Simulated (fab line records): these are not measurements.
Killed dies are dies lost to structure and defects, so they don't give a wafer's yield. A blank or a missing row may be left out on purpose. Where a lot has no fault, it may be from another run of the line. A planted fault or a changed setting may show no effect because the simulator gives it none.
fab line records | flow rit-cmos
record: lots: 6 | wafers: 18 | last-day: 7
route steps=202 shown M1@188
lots that met no fault: from a run of the same line without faults
start-h: start of the lot's first displayed wafer, in hours after the record's first day | wait-h: hours elapsed since this lot's preceding step | " as in the row above | L1.1+2: several wafers, shown together as one row | - no value, or no start given | * or withheld: withheld | < > ~ a bound
route shown NAME@n: names a module that has steps shown in the file, with the first one's number in the route | usual: mean and standard deviation over wafers with no fault | same: alike in all rows | chamber/n: place in a boat | sites: readings site by site | _std_site: standard deviation across them | _edge_site: outer sites' mean less inner sites' | radius-mm: for every site, how far away it sits from the centre of the wafer | mask NAME#n: copy n | behind: the last tool/chamber to shape the wafer | hold: the reason the lot was held/the length of the hold in hours/how it ended | device: transistor that didn't switch, given as n, p or np | end of line: tests of these same wafers at the route's end | a step without rows: its recipe alone | killed: count of dies lost to structure and defects at first sort (not the wafer's yield) | map: a wafer's dies, x killed, . not, _ none there
set.NAME: the setting the step ran with; set.NAME@STEP: the setting that earlier step ran with | model.NAME: the simulator's own value behind a step, which no gauge read
certain route steps with their lots: each step a table, each wafer a row
services: from which hour (start-h, from the record's first day; less than 0 if before it) a tool's chamber was out of use, for how many hours, and why
== steps ==
step: RIT_M1_COAT_04
recipe: resist: NOVOLAK | spin-rpm: 2000 | resist-thk-nm: 1300
step: RIT_M1_SOFTBAKE_05
recipe: resist: NOVOLAK | temp-c: 90.68 | time-s: 60
step: RIT_M1_EXPOSE_06
recipe: mask-id: M12 | na: 0.6 | source-shape: conventional | sigma-outer: 0.5 | target-cd-nm: 2600 | dose-mj: 250
step: RIT_M1_PEB_07
recipe: resist: NOVOLAK | temp-c: withheld | time-s: withheld
step: RIT_M1_DEVELOP_08
recipe: resist: NOVOLAK | develop-time-s: 68 | dev-temp-c: 23
step: RIT_M1_CD_MEAS_09
recipe: target-cd-nm: 2600
usual: cd-nm: 2599.4/1.9
lot.wafer | tool      | chamber | start-h | wait-h | cd-nm
L284.1    | cd-sem-01 | -       | 67.57   | -      | 2598.4
L284.5    | "         | -       | "       | "      | 2597.2
L284.6    | "         | -       | "       | "      | 2597.9
L287.1    | cd-sem-01 | -       | 83.64   | -      | 2598.6
L287.2    | "         | -       | "       | "      | 2597.7
L287.6    | "         | -       | "       | "      | 2595.7
L289.2    | cd-sem-01 | -       | 87.26   | -      | 2602.3
L289.3    | "         | -       | "       | "      | 2602.4
L289.6    | "         | -       | "       | "      | 2601.1
L292.2    | cd-sem-01 | -       | 104.48  | -      | 2598.0
L292.5    | "         | -       | "       | "      | 2599.7
L292.6    | "         | -       | "       | "      | 2600.3
L296.2    | cd-sem-02 | -       | 124.67  | -      | 2599.6
L296.5    | "         | -       | "       | "      | 2598.7
L296.6    | "         | -       | "       | "      | 2598.5
L302.2    | cd-sem-01 | -       | 168.59  | -      | 2598.0
L302.4    | "         | -       | "       | "      | 2597.7
L302.5    | "         | -       | "       | "      | 2599.5
step: RIT_M1_OVL_MEAS_10
usual: M1_OVL: -0.3/1.5
lot.wafer | tool       | chamber | start-h | wait-h | M1_OVL[nm]
L284.1    | overlay-02 | -       | 67.69   | 0.1    | -0.9
L284.5    | "          | -       | "       | "      | -2.0
L284.6    | "          | -       | "       | "      | -1.5
L287.1    | overlay-01 | -       | 83.76   | 0.1    | -1.9
L287.2    | "          | -       | "       | "      | -1.6
L287.6    | "          | -       | "       | "      | -0.2
L289.2    | overlay-01 | -       | 87.37   | 0.1    | 0.9
L289.3    | "          | -       | "       | "      | 1.0
L289.6    | "          | -       | "       | "      | 2.9
L292.2    | overlay-02 | -       | 104.59  | 0.1    | 1.7
L292.5    | "          | -       | "       | "      | 1.6
L292.6    | "          | -       | "       | "      | 3.3
L296.2    | overlay-02 | -       | 124.78  | 0.1    | 0.4
L296.5    | "          | -       | "       | "      | 1.1
L296.6    | "          | -       | "       | "      | -1.0
L302.2    | overlay-02 | -       | 168.70  | 0.1    | -1.5
L302.4    | "          | -       | "       | "      | -1.4
L302.5    | "          | -       | "       | "      | -1.8
step: RIT_M1_HARDBAKE_11
recipe: resist: NOVOLAK | temp-c: 140 | time-s: 120
step: RIT_M1_METAL_ETCH_12
recipe: stop-on: SiO2 | chemistry: Cl2/BCl3 | target: Al | time-s: 165 | over-etch-frac: 0.5 | pressure-mtorr: 100 | target-depth-a: 6000 | rf-w: 250 | Cl2_flow_sccm: 60 | bcl3-flow-sccm: 50
usual: drypump-motor-current-A: 5.5/0.44 | mfc-cl2-sccm: 60.01/0.18 | oes-product-au: 0.778/0.013 | throttle-valve-pct: 8.29/0.097
lot.wafer | tool         | chamber | start-h | wait-h | drypump-motor-current-A | mfc-cl2-sccm | oes-product-au | rf-hours-counter-h | throttle-valve-pct
L284.1    | rie-metal-01 | 1       | 67.97   | 0.2    | 5.5                     | 60.03        | 0.780          | 36                 | 8.40
L284.5    | "            | 1       | "       | "      | 5.4                     | 59.92        | 0.784          | -                  | 8.38
L284.6    | "            | 1       | "       | "      | 5.4                     | 60.14        | 0.794          | -                  | 8.37
L287.1    | rie-metal-01 | 1       | 84.05   | 0.2    | 5.4                     | 60.04        | 0.776          | 36                 | 8.39
L287.2    | "            | 1       | "       | "      | 5.4                     | 59.96        | 0.767          | -                  | 8.38
L287.6    | "            | 1       | "       | "      | 5.4                     | 59.91        | 0.778          | -                  | 8.38
L289.2    | rie-metal-02 | 1       | 87.65   | 0.2    | 5.8                     | 60.23        | 0.762          | 4                  | 8.34
L289.3    | "            | 0       | "       | "      | 5.0                     | 59.83        | 0.771          | -                  | 8.17
L289.6    | "            | 0       | "       | "      | 5.0                     | 60.00        | 0.743          | -                  | 8.18
L292.2    | rie-metal-02 | 0       | 104.87  | 0.2    | 5.0                     | 59.96        | 0.767          | 4                  | 8.15
L292.5    | "            | 0       | "       | "      | 5.0                     | 59.69        | 0.782          | -                  | 8.16
L292.6    | "            | 1       | "       | "      | 5.8                     | 59.69        | 0.781          | -                  | 8.34
L296.2    | rie-metal-01 | 1       | 125.16  | 0.2    | 5.5                     | 59.89        | 0.786          | -                  | 8.37
L296.5    | "            | 1       | "       | "      | 5.5                     | 60.12        | 0.776          | -                  | 8.39
L296.6    | "            | 1       | "       | "      | 5.4                     | 59.77        | 0.778          | -                  | 8.37
L302.2    | rie-metal-01 | 1       | 169.03  | 0.2    | 5.4                     | 59.94        | 0.777          | -                  | 8.37
L302.4    | "            | 1       | "       | "      | 5.5                     | 60.07        | 0.789          | -                  | 8.38
L302.5    | "            | 1       | "       | "      | 5.4                     | 59.81        | 0.788          | -                  | 8.39
step: RIT_M1_STRIP_13
recipe: chemistry: nmp | resist: NOVOLAK | temp-c: 80 | time-s: 600 | dry: n2-spin
step: RIT_M1_STRIP_14
recipe: chemistry: O2 | time-s: 180 | platen-temp-c: withheld | power-w: 500 | pressure-mtorr: 4000 | o2-flow-sccm: 4000
usual: drypump-motor-current-A: 5.5/0.54
lot.wafer | tool            | chamber | start-h | wait-h | drypump-motor-current-A | rf-hours-counter-h
L284.1    | plasma-asher-01 | 1       | 68.47   | 0.0    | 5.2                     | 42
L284.5    | "               | 1       | "       | "      | 5.2                     | -
L284.6    | "               | 0       | "       | "      | 5.1                     | -
L287.1    | plasma-asher-02 | 1       | 84.56   | 0.0    | 5.1                     | 30
L287.2    | "               | 0       | "       | "      | 6.5                     | 30
L287.6    | "               | 1       | "       | "      | 5.1                     | -
L289.2    | plasma-asher-01 | 0       | 88.00   | 0.0    | 5.1                     | 43
L289.3    | "               | 0       | "       | "      | 5.1                     | -
L289.6    | "               | 0       | "       | "      | 5.1                     | -
L292.2    | plasma-asher-01 | 1       | 105.22  | 0.0    | 5.2                     | 45
L292.5    | "               | 0       | "       | "      | 5.1                     | -
L292.6    | "               | 1       | "       | "      | 5.2                     | -
L296.2    | plasma-asher-01 | 1       | 125.62  | 0.0    | 5.2                     | 47
L296.5    | "               | 0       | "       | "      | 5.1                     | -
L296.6    | "               | 1       | "       | "      | 5.2                     | -
L302.2    | plasma-asher-04 | 1       | 169.49  | 0.0    | 6.4                     | 5
L302.4    | "               | 0       | "       | "      | 5.8                     | -
L302.5    | "               | 1       | "       | "      | 6.5                     | -
step: RIT_M1_CD_MEAS_90
recipe: target-cd-nm: 2600
usual: cd-nm: 2600.3/2
lot.wafer | tool      | chamber | start-h | wait-h | cd-nm
L284.1    | cd-sem-02 | -       | 68.65   | 0.1    | 2602.6
L284.5    | "         | -       | "       | "      | 2601.7
L284.6    | "         | -       | "       | "      | 2602.5
L287.1    | cd-sem-01 | -       | 84.74   | 0.1    | 2599.9
L287.2    | "         | -       | "       | "      | 2599.5
L287.6    | "         | -       | "       | "      | 2598.8
L289.2    | cd-sem-02 | -       | 88.20   | 0.1    | 2602.6
L289.3    | "         | -       | "       | "      | 2603.6
L289.6    | "         | -       | "       | "      | 2601.0
L292.2    | cd-sem-02 | -       | 105.42  | 0.1    | 2600.2
L292.5    | "         | -       | "       | "      | 2600.8
L292.6    | "         | -       | "       | "      | 2602.0
L296.2    | cd-sem-01 | -       | 125.82  | 0.1    | 2604.5
L296.5    | "         | -       | "       | "      | 2601.9
L296.6    | "         | -       | "       | "      | 2602.7
L302.2    | cd-sem-02 | -       | 169.69  | 0.1    | 2597.6
L302.4    | "         | -       | "       | "      | 2597.1
L302.5    | "         | -       | "       | "      | 2600.1
step: RIT_M1_ANNEAL_15
recipe: temp-c: 450 | time-s: 1800 | ambient: forming_gas_H2N2
usual: spike-tc-source-C: 468.0/0.88 | zone-power-source-pct: 6.59/0.069
lot.wafer | tool       | chamber | start-h | wait-h | spike-tc-source-C | zone-power-source-pct
L284.1    | furnace-02 | 0       | 68.77   | 0.1    | 467.0             | 6.63
L284.5    | "          | 0       | "       | "      | 467.7             | 6.60
L284.6    | "          | 0       | "       | "      | 467.7             | 6.62
L287.1    | furnace-02 | 0       | 84.86   | 0.1    | 468.6             | 6.62
L287.2    | "          | 0       | "       | "      | 467.9             | 6.56
L287.6    | "          | 0       | "       | "      | 466.9             | 6.57
L289.2    | furnace-02 | 0       | 88.30   | 0.1    | 467.1             | 6.68
L289.3    | "          | 0       | "       | "      | 468.3             | 6.55
L289.6    | "          | 0       | "       | "      | 469.8             | 6.58
L292.2    | furnace-02 | 0       | 105.52  | 0.1    | 469.2             | 6.60
L292.5    | "          | 0       | "       | "      | 466.6             | 6.65
L292.6    | "          | 0       | "       | "      | 469.7             | 6.68
L296.2    | furnace-02 | 0       | 125.92  | 0.1    | 467.6             | 6.61
L296.5    | "          | 0       | "       | "      | 468.5             | 6.65
L296.6    | "          | 0       | "       | "      | 467.9             | 6.54
L296.2    | furnace-02 | 0       | 127.59  | 0.2    | 468.5             | 6.50
L296.5    | "          | 0       | "       | "      | 469.4             | 6.48
L296.6    | "          | 0       | "       | "      | 467.1             | 6.56
L302.2    | furnace-02 | 0       | 169.79  | 0.1    | 469.4             | 6.52
L302.4    | "          | 0       | "       | "      | 467.8             | 6.68
L302.5    | "          | 0       | "       | "      | 468.3             | 6.57
L302.2    | furnace-02 | 0       | 171.45  | 0.2    | 467.8             | 6.56
L302.4    | "          | 0       | "       | "      | 465.0             | 6.62
L302.5    | "          | 0       | "       | "      | 466.9             | 6.57
step: RIT_M1_BOW_MEAS_16
recipe: mode: bow
usual: M1_BOW: 17/6.9
lot.wafer | tool          | chamber | start-h | wait-h | M1_BOW[um]
L284.1    | film-metro-01 | -       | 70.27   | 0.0    | 29
L284.5    | "             | -       | "       | "      | 19
L284.6    | "             | -       | "       | "      | 5
L287.1    | film-metro-01 | -       | 86.36   | 0.0    | 15
L287.2    | "             | -       | "       | "      | 15
L287.6    | "             | -       | "       | "      | 33
L289.2    | film-metro-03 | -       | 89.82   | 0.0    | 22
L289.3    | "             | -       | "       | "      | -5
L289.6    | "             | -       | "       | "      | 6
L292.2    | film-metro-03 | -       | 107.04  | 0.0    | 19
L292.5    | "             | -       | "       | "      | 21
L292.6    | "             | -       | "       | "      | 15
L296.2    | film-metro-02 | -       | 129.11  | 0.0    | 12
L296.5    | "             | -       | "       | "      | 10
L296.6    | "             | -       | "       | "      | 21
L302.2    | film-metro-02 | -       | 172.97  | 0.0    | 24
L302.4    | "             | -       | "       | "      | 6
L302.5    | "             | -       | "       | "      | 28
step: RIT_M1_PROBE_99
usual: defect-limited-yield: 97.3/1.1 | killed-at-contacts: 0.1/0.23 | killed-at-front-end: 7/3 | killed-dies: 7/3 | killed-open: 3.3/2.1 | killed-short: 3.7/1.9 | sort_bin_3_pad_short: 0.1/0.22 | sort_bin_5_function: 1.5/0.79 | sort_bin_6_memory: 1.1/0.65 | sort-n-pass: 257/3 | sort-yield-pct: 97.3/1.1
same: gross-dies: 264 | killed_at_M0_to_M3: 0 | killed_at_M4_up: 0 | killed-at-back-side: 0 | killed-at-other: 0
lot.wafer | tool      | chamber | start-h | wait-h | defect-limited-yield[%] | killed-at-contacts | killed-at-front-end | killed-dies | killed-open | killed-short | sort_bin_3_pad_short[%] | sort_bin_5_function[%] | sort_bin_6_memory[%] | sort-n-pass | sort-yield-pct[%]
L284.1    | prober-01 | -       | 70.39   | 0.1    | 98.9                    | 0                  | 3                   | 3           | 0           | 3            | 0                       | 0.8                    | 0.4                  | 261         | 98.9
L284.5    | prober-01 | -       | 70.59   | 0.2    | 98.5                    | 0                  | 4                   | 4           | 2           | 2            | 0                       | 0.8                    | 0.8                  | 260         | 98.5
L284.6    | prober-01 | -       | 70.64   | 0.2    | 97.7                    | 0                  | 6                   | 6           | 0           | 6            | 0                       | 0.8                    | 1.5                  | 258         | 97.7
L287.1    | prober-02 | -       | 86.48   | 0.1    | 98.5                    | 0                  | 4                   | 4           | 3           | 1            | 0                       | 0.8                    | 0.8                  | 260         | 98.5
L287.2    | prober-02 | -       | 86.53   | 0.1    | 99.2                    | 0                  | 2                   | 2           | 2           | 0            | 0                       | 0.4                    | 0.4                  | 262         | 99.2
L287.6    | prober-02 | -       | 86.73   | 0.2    | 98.1                    | 0                  | 5                   | 5           | 2           | 3            | 0                       | 0.8                    | 1.1                  | 259         | 98.1
L289.2    | prober-02 | -       | 89.97   | 0.1    | 97.7                    | 0                  | 6                   | 6           | 1           | 5            | 0                       | 1.9                    | 0.4                  | 258         | 97.7
L289.3    | prober-02 | -       | 90.02   | 0.2    | 97.7                    | 0                  | 6                   | 6           | 2           | 4            | 0.4                     | 1.1                    | 0.8                  | 258         | 97.7
L289.6    | prober-02 | -       | 90.17   | 0.2    | 98.5                    | 0                  | 4                   | 4           | 2           | 2            | 0                       | 1.1                    | 0.4                  | 260         | 98.5
L292.2    | prober-01 | -       | 107.19  | 0.1    | 97.0                    | 0                  | 8                   | 8           | 0           | 8            | 0                       | 1.5                    | 1.5                  | 256         | 97.0
L292.5    | prober-01 | -       | 107.34  | 0.2    | 96.6                    | 0                  | 9                   | 9           | 4           | 5            | 0.4                     | 2.3                    | 0.8                  | 255         | 96.6
L292.6    | prober-01 | -       | 107.39  | 0.2    | 97.3                    | 0                  | 7                   | 7           | 3           | 4            | 0                       | 1.5                    | 1.1                  | 257         | 97.3
L296.2    | prober-01 | -       | 129.26  | 0.1    | 98.5                    | 0                  | 4                   | 4           | 2           | 2            | 0                       | 0                      | 1.5                  | 260         | 98.5
L296.5    | prober-01 | -       | 129.41  | 0.2    | 98.1                    | 0                  | 5                   | 5           | 1           | 4            | 0                       | 0                      | 1.9                  | 259         | 98.1
L296.6    | prober-01 | -       | 129.46  | 0.2    | 98.1                    | 1                  | 4                   | 5           | 3           | 2            | 0                       | 0.8                    | 1.1                  | 259         | 98.1
L302.2    | prober-01 | -       | 173.12  | 0.1    | 95.8                    | 0                  | 11                  | 11          | 4           | 7            | 0                       | 1.9                    | 2.3                  | 253         | 95.8
L302.4    | prober-01 | -       | 173.22  | 0.2    | 96.2                    | 0                  | 10                  | 10          | 4           | 6            | 0                       | 1.5                    | 2.3                  | 254         | 96.2
L302.5    | prober-01 | -       | 173.27  | 0.2    | 96.6                    | 0                  | 9                   | 9           | 4           | 5            | 0                       | 1.9                    | 1.5                  | 255         | 96.6
killed by level:class
L284.1 GATE:geometric-particle:short=3
L284.5 GATE:geometric-particle:open=2 FOX2:geometric-particle:short=1 SPACER:geometric-particle:short=1
L284.6 SPACER:geometric-particle:short=3 REOX:geometric-particle:short=2 GATE:geometric-particle:short=1
L287.1 GATE:geometric-particle:open=2 GATE:geometric-particle:short=1 SPACER:geometric-particle:open=1
L287.2 FOX1:geometric-particle:open=1 SILICIDE:geometric-particle:open=1
L287.6 FOX1:geometric-particle:short=1 FOX1:geometric-particle:open=1 GATE:geometric-particle:short=1 SPACER:geometric-particle:short=1 SPACER:geometric-particle:open=1
L289.2 GATE:geometric-particle:short=2 FOX1:geometric-particle:short=1 REOX:geometric-particle:open=1 REOX:geometric-particle:short=1 SPACER:geometric-particle:short=1
L289.3 FOX1:geometric-particle:short=1 FOX2:geometric-particle:open=1 GATE:geometric-particle:short=1 GATE:geometric-particle:open=1 REOX:geometric-particle:short=1 SPACER:geometric-particle:short=1
L289.6 FOX1:geometric-particle:open=1 FOX2:geometric-particle:short=1 SPACER:geometric-particle:short=1 SILICIDE:geometric-particle:open=1
L292.2 FOX2:geometric-particle:short=2 GATE:geometric-particle:short=2 REOX:geometric-particle:short=2 FOX1:geometric-particle:short=1 SILICIDE:geometric-particle:short=1
L292.5 GATE:geometric-particle:open=3 GATE:geometric-particle:short=2 SILICIDE:geometric-particle:short=2 FOX2:geometric-particle:short=1 REOX:geometric-particle:open=1
L292.6 GATE:geometric-particle:short=4 FOX2:geometric-particle:open=1 REOX:geometric-particle:open=1 SILICIDE:geometric-particle:open=1
L296.2 GATE:geometric-particle:short=1 GATE:geometric-particle:open=1 REOX:geometric-particle:open=1 SPACER:geometric-particle:short=1
L296.5 SPACER:geometric-particle:short=2 GATE:geometric-particle:short=1 SILICIDE:geometric-particle:short=1 SILICIDE:geometric-particle:open=1
L296.6 FOX1:geometric-particle:short=2 GATE:geometric-particle:open=1 SILICIDE:geometric-particle:open=1 CONTACT:geometric-particle:open=1
L302.2 GATE:geometric-particle:short=4 GATE:geometric-particle:open=3 FOX1:geometric-particle:short=1 FOX1:geometric-particle:open=1 REOX:geometric-particle:short=1 SPACER:geometric-particle:short=1
L302.4 GATE:geometric-particle:open=3 GATE:geometric-particle:short=3 SPACER:geometric-particle:short=2 FOX1:geometric-particle:open=1 SILICIDE:geometric-particle:short=1
L302.5 SPACER:geometric-particle:short=2 FOX1:geometric-particle:short=1 FOX1:geometric-particle:open=1 GATE:geometric-particle:open=1 REOX:geometric-particle:open=1 REOX:geometric-particle:short=1 SILICIDE:geometric-particle:open=1 SILICIDE:geometric-particle:short=1
== services ==
tool            | chamber | start-h | hours | kind
plasma-asher-01 | -       | 74.82   | 4.1   | repair
plasma-asher-04 | -       | 108.75  | 9.0   | pm
plasma-asher-04 | 0       | 108.75  | 9.0   | vent-cycle
plasma-asher-04 | 1       | 108.75  | 9.0   | vent-cycle
plasma-asher-02 | -       | 114.45  | 7.6   | repair
plasma-asher-04 | 0       | 117.75  | -     | clean
plasma-asher-04 | 1       | 117.75  | -     | clean
rie-metal-01    | -       | 136.12  | 20.0  | pm
rie-metal-01    | 1       | 136.12  | 20.0  | vent-cycle
rie-metal-01    | 0       | 156.12  | -     | clean
rie-metal-01    | 1       | 156.12  | -     | clean
== key ==
first-sign: step: RIT_M1_ANNEAL_15 | reading: visit | direction: added
effect none on later readings
met-at RIT_M1_ANNEAL_15
struck-wafers L296.2,L296.5,L296.6,L302.2,L302.4,L302.5
fault: kind: repeated-step-whole | tool: furnace-02 | chamber: - | onset-h: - | steps: RIT_M1_ANNEAL_15 | times: 1 | scope: struck-lots-only
